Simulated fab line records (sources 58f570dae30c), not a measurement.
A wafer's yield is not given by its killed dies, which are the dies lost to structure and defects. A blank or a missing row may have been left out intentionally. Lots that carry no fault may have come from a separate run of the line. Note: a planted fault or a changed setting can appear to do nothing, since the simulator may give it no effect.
Split-lot study ; flow berkeley-cmos170 ; on a route of 331 steps: 5 lots, 23 wafers read

## THE SPLIT ITSELF
At UCB170_WELLDRIVE_OXIDATION_01 (target thk 199 nm, ox time 9000 s), the setting temp-c was moved away from the recipe's 1100 C on 15 of the 23 wafers read, by -1.9% to -1.0%. For the rest of the wafers, this setting stayed at what the recipe calls for.

No step appears in the file between the split and the reading.

## THE READING
At UCB170_WELLDRIVE_THK_MEAS_02: WELLDRIVE_OXIDE_THK, given in nm. On this fab line, fault-free wafers typically give 197 nm with a standard deviation of 3.6 nm.

wafer;tool, chamber at the split;temp-c as run, C;against the recipe;WELLDRIVE_OXIDE_THK, nm;against lot-mates on the recipe
L076.2;furnace-04, 0;1100;recipe;205;-
L076.4;furnace-04, 0;1100;recipe;206;-
L076.6;furnace-04, 0;1100;recipe;205;-
L080.1;-, -;1088;-1.1%;186;no lot-mate on the recipe
L080.2;-, -;1088;-1.1%;182;no lot-mate on the recipe
L080.3;-, -;1088;-1.1%;185;no lot-mate on the recipe
L080.4;-, -;1088;-1.1%;182;no lot-mate on the recipe
L080.6;-, -;1088;-1.1%;187;no lot-mate on the recipe
L081.1;-, -;1089;-1.0%;181;no lot-mate on the recipe
L081.3;-, -;1089;-1.0%;181;no lot-mate on the recipe
L081.4;-, -;1089;-1.0%;179;no lot-mate on the recipe
L081.5;-, -;1089;-1.0%;183;no lot-mate on the recipe
L081.6;-, -;1089;-1.0%;183;no lot-mate on the recipe
L082.1;-, -;1100;recipe;194;-
L082.2;-, -;1100;recipe;196;-
L082.4;-, -;1100;recipe;196;-
L082.5;-, -;1100;recipe;197;-
L082.6;-, -;1100;recipe;197;-
L083.1;-, -;1079;-1.9%;166;no lot-mate on the recipe
L083.2;-, -;1079;-1.9%;166;no lot-mate on the recipe
L083.3;-, -;1079;-1.9%;168;no lot-mate on the recipe
L083.5;-, -;1079;-1.9%;167;no lot-mate on the recipe
L083.6;-, -;1079;-1.9%;168;no lot-mate on the recipe

FIT RESULTS
A straight line over all 23 wafers: WELLDRIVE_OXIDE_THK changes by +16.8 nm for each +1% of temp-c; r = +0.96; the points scatter about the line by 3.6 nm.
Too few moved wafers with a lot-mate on the recipe to fit a line net of each lot's own level.

## THE WHOLE CHAIN: every reading that the file lists as answering this split, in the file's order
step;what it does;reading;change (the file's fit);r (the file's)
UCB170_WELLDRIVE_OXIDATION_01;target thk 199 nm, ox time 9000 s;SiO2_of_WELLDRIVE_OXIDATION_01.thk-nm (the simulator's own value, which no gauge read);+16.8 nm for each +1% of the setting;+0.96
UCB170_WELLDRIVE_THK_MEAS_02;;WELLDRIVE_OXIDE_THK;+16.8 for each +1% of the setting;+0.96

## FILE'S OWN FIT
WELLDRIVE_OXIDE_THK changes by +16.8 nm for each +1% of temp-c, r = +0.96.
